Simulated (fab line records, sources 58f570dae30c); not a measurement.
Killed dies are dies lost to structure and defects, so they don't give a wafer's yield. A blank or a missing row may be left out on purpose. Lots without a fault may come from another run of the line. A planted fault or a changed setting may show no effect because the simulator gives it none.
Which tool did it? | flow berkeley_cmos170 | 15 lots, 45 wafers sampled, at 4 steps of a route of 331

WHAT THE GAUGES READ, wafer by wafer
UCB170_M1_OVL_MEAS_10. Usual: M1_OVL -1 nm, standard deviation 5.8.
lot  | measured     | on         | M1_OVL (nm) | flag
L670 | day 8 14:47  | overlay-01 | -10 -13 -11 |
L671 | day 8 20:37  | overlay-02 | -4 4 -3     |
L673 | day 9 05:44  | overlay-02 | 1 2 0       |
L676 | day 9 05:29  | overlay-02 | -1 -3 2     |
L675 | day 9 06:50  | overlay-01 | 1 2 -7      |
L677 | day 10 13:50 | overlay-02 | 5 3 6       |
L683 | day 10 21:15 | overlay-01 | 0 -9 -4     |
L680 | day 10 22:03 | overlay-02 | 4 1 -1      |
L682 | day 10 23:27 | overlay-01 | 1 8 -1      |
L679 | day 11 00:10 | overlay-01 | 1 4 1       |
L689 | day 12 06:44 | overlay-01 | -8 -12 -13  |
L693 | day 13 06:19 | overlay-01 | -5 -1 0     |

WHICH TOOL RAN EACH LOT (tool, then ch and the chambers of the sampled wafers, then the start)
lot  | UCB170_NSD_STRIP_09                  | UCB170_SDANNEAL_RTA_01           | UCB170_CONTACT_STRIP_19
L670 | plasma_asher-03 ch 0,1, day 8 04:04  | rtp_anneal-01 ch 0, day 8 05:44  | plasma_asher-02 ch 0,1, day 8 13:11
L671 | plasma_asher-03 ch 0,1, day 8 11:53  | rtp_anneal-01 ch 0, day 8 13:24  | plasma_asher-03 ch 0,1, day 8 18:38
L673 | plasma_asher-01 ch 0,1, day 8 19:56  | rtp_anneal-01 ch 0, day 8 21:09  | plasma_asher-04 ch 0,1, day 9 03:58
L676 | plasma_asher-03 ch 0,1, day 8 19:59  | rtp_anneal-02 ch 0, day 8 21:20  | plasma_asher-02 ch 0,1, day 9 03:42
L675 | plasma_asher-01 ch 0,1, day 8 20:42  | rtp_anneal-01 ch 0, day 8 22:03  | plasma_asher-04 ch 0,1, day 9 04:36
L677 | plasma_asher-03 ch 0,1, day 10 00:05 | rtp_anneal-01 ch 0, day 10 01:53 | plasma_asher-03 ch 0,1, day 10 11:56
L683 | plasma_asher-04 ch 0,1, day 10 13:13 | rtp_anneal-02 ch 0, day 10 14:33 | plasma_asher-02 ch 0,1, day 10 19:34
L680 | plasma_asher-01 ch 0, day 10 13:19   | rtp_anneal-01 ch 0, day 10 14:47 | plasma_asher-04 ch 1, day 10 19:49
L681 | plasma_asher-03 ch 0,1, day 10 13:35 | rtp_anneal-02 ch 0, day 10 15:24 | plasma_asher-02 ch 0,1, day 10 21:46
L682 | plasma_asher-04 ch 0,1, day 10 13:46 | rtp_anneal-01 ch 0, day 10 15:32 | plasma_asher-04 ch 0,1, day 10 21:44
L679 | plasma_asher-04 ch 0,1, day 10 14:17 | rtp_anneal-01 ch 0, day 10 15:53 | plasma_asher-04 ch 0,1, day 10 22:02
L684 | plasma_asher-04 ch 0,1, day 10 16:47 | rtp_anneal-01 ch 0, day 10 17:56 | plasma_asher-04 ch 0,1, day 10 23:20
L685 | plasma_asher-01 ch 0,1, day 11 02:48 | rtp_anneal-01 ch 0, day 11 05:54 | plasma_asher-04 ch 1, day 11 12:10
L689 | plasma_asher-04 ch 0,1, day 11 19:57 | rtp_anneal-02 ch 0, day 11 22:21 | plasma_asher-04 ch 0,1, day 12 04:40
L693 | plasma_asher-03 ch 0,1, day 12 20:24 | rtp_anneal-01 ch 0, day 12 22:13 | plasma_asher-04 ch 0,1, day 13 03:36
- UCB170_NSD_STRIP_09: strips in O2.
- UCB170_SDANNEAL_RTA_01: time 5 s.
- UCB170_CONTACT_STRIP_19: strips in O2.

WHAT THE TOOLS THEMSELVES READ (means of the sampled wafers that have a number; where no wafer has one, the mark that the record gives instead)
UCB170_NSD_STRIP_09. Usual: chamber_pressure_mTorr 3500 mTorr, standard deviation 3.3; drypump_motor_current_A 5.86 A, standard deviation 0.26; oes_product_au 0.535 a.u., standard deviation 0.005; strip_time_to_endpoint_s 35.79 s, standard deviation 0.064.
lot  | tool            | chamber_pressure_mTorr (mTorr) | drypump_motor_current_A (A) | oes_product_au (a.u.) | strip_time_to_endpoint_s (s) | flag
L670 | plasma_asher-03 | 3500                           | 5.79                        | 0.536                 | 35.71                        |
L671 | plasma_asher-03 | 3503                           | 5.84                        | 0.533                 | 35.81                        |
L673 | plasma_asher-01 | 3500                           | 5.70                        | 0.536                 | 35.87                        |
L676 | plasma_asher-03 | 3501                           | 5.79                        | 0.534                 | 35.74                        |
L675 | plasma_asher-01 | 3498                           | 5.94                        | 0.533                 | 35.75                        |
L677 | plasma_asher-03 | 3498                           | 5.78                        | 0.536                 | 35.82                        |
L683 | plasma_asher-04 | 3503                           | 6.09                        | 0.536                 | 35.80                        |
L680 | plasma_asher-01 | 3500                           | 6.19                        | 0.535                 | 35.89                        |
L681 | plasma_asher-03 | 3502                           | 5.78                        | 0.536                 | 35.74                        |
L682 | plasma_asher-04 | 3499                           | 6.09                        | 0.535                 | 35.91                        |
L679 | plasma_asher-04 | 3500                           | 6.10                        | 0.532                 | 35.78                        |
L684 | plasma_asher-04 | 3497                           | 5.88                        | 0.532                 | 35.76                        |
L685 | plasma_asher-01 | 3499                           | 5.70                        | 0.533                 | 35.74                        |
L689 | plasma_asher-04 | 3501                           | 5.88                        | 0.534                 | 35.78                        |
L693 | plasma_asher-03 | 3502                           | 5.83                        | 0.536                 | 35.72                        |

UCB170_SDANNEAL_RTA_01. Usual: lamp_power_pct 44.1 %, standard deviation 0.42; wafer_temp_C_max 1056.5, standard deviation 1.9.
lot  | tool          | lamp_power_pct (%) | wafer_temp_C_max | flag
L670 | rtp_anneal-01 | 43.7               | 1059.2           |
L671 | rtp_anneal-01 | 43.8               | 1059.4           |
L673 | rtp_anneal-01 | 43.7               | 1059.4           |
L676 | rtp_anneal-02 | 44.6               | 1054.2           |
L675 | rtp_anneal-01 | 43.7               | 1058.0           |
L677 | rtp_anneal-01 | 43.8               | 1057.5           |
L683 | rtp_anneal-02 | 44.7               | 1053.7           |
L680 | rtp_anneal-01 | 43.8               | 1059.2           |
L681 | rtp_anneal-02 | 44.6               | 1054.9           |
L682 | rtp_anneal-01 | 43.8               | 1056.5           |
L679 | rtp_anneal-01 | 43.8               | 1056.4           |
L684 | rtp_anneal-01 | 43.8               | 1057.8           |
L685 | rtp_anneal-01 | 43.8               | 1057.8           |
L689 | rtp_anneal-02 | 44.7               | 1055.2           |
L693 | rtp_anneal-01 | 43.8               | 1057.0           |

UCB170_CONTACT_STRIP_19. Usual: chamber_pressure_mTorr 3500 mTorr, standard deviation 3.2; drypump_motor_current_A 5.9 A, standard deviation 0.34; oes_product_au 0.725 a.u., standard deviation 0.0046.
lot  | tool            | chamber_pressure_mTorr (mTorr) | drypump_motor_current_A (A) | oes_product_au (a.u.) | flag
L670 | plasma_asher-02 | 3498                           | 5.8                         | 0.725                 |
L671 | plasma_asher-03 | 3497                           | 5.8                         | 0.727                 |
L673 | plasma_asher-04 | 3501                           | 5.9                         | 0.723                 |
L676 | plasma_asher-02 | 3495                           | 6.1                         | 0.723                 |
L675 | plasma_asher-04 | 3501                           | 6.1                         | 0.724                 |
L677 | plasma_asher-03 | 3500                           | 5.8                         | 0.728                 |
L683 | plasma_asher-02 | 3502                           | 6.1                         | 0.724                 |
L680 | plasma_asher-04 | 3495                           | 6.3                         | 0.727                 |
L681 | plasma_asher-02 | -                              | -                           | -                     | OFF
L682 | plasma_asher-04 | 3500                           | 5.9                         | 0.723                 |
L679 | plasma_asher-04 | 3500                           | 6.1                         | 0.724                 |
L684 | plasma_asher-04 | -                              | -                           | -                     | OFF
L685 | plasma_asher-04 | -                              | -                           | -                     | OFF
L689 | plasma_asher-04 | 3499                           | 6.1                         | 0.722                 |
L693 | plasma_asher-04 | 3499                           | 5.9                         | 0.725                 |

THE ANSWER, worked out from the rows above alone
Rule: a lot is off if the mean of its wafers that have a number lies more than 3 standard deviations from the usual mean. A lot without any number at a reading at which 4 lots or more have one is off too. The other lots that the step has rows for count as sound. The gauges are gone through in route order, then the tools' own readings, and for those a lot's mean is taken as printed above. The first step at which some lot is off is used, and at that step the reading that is off furthest; a lot without a number counts as furthest.
Off: L681, L684, L685, at UCB170_CONTACT_STRIP_19 (chamber_pressure_mTorr). Without a number there: L681, L684, L685.
A tool fits if, at that step or a process step before it, it ran every lot that is off, and no sound lot after the first of them. None of those tried fits.

WHAT THE SIMULATOR HAD PUT IN
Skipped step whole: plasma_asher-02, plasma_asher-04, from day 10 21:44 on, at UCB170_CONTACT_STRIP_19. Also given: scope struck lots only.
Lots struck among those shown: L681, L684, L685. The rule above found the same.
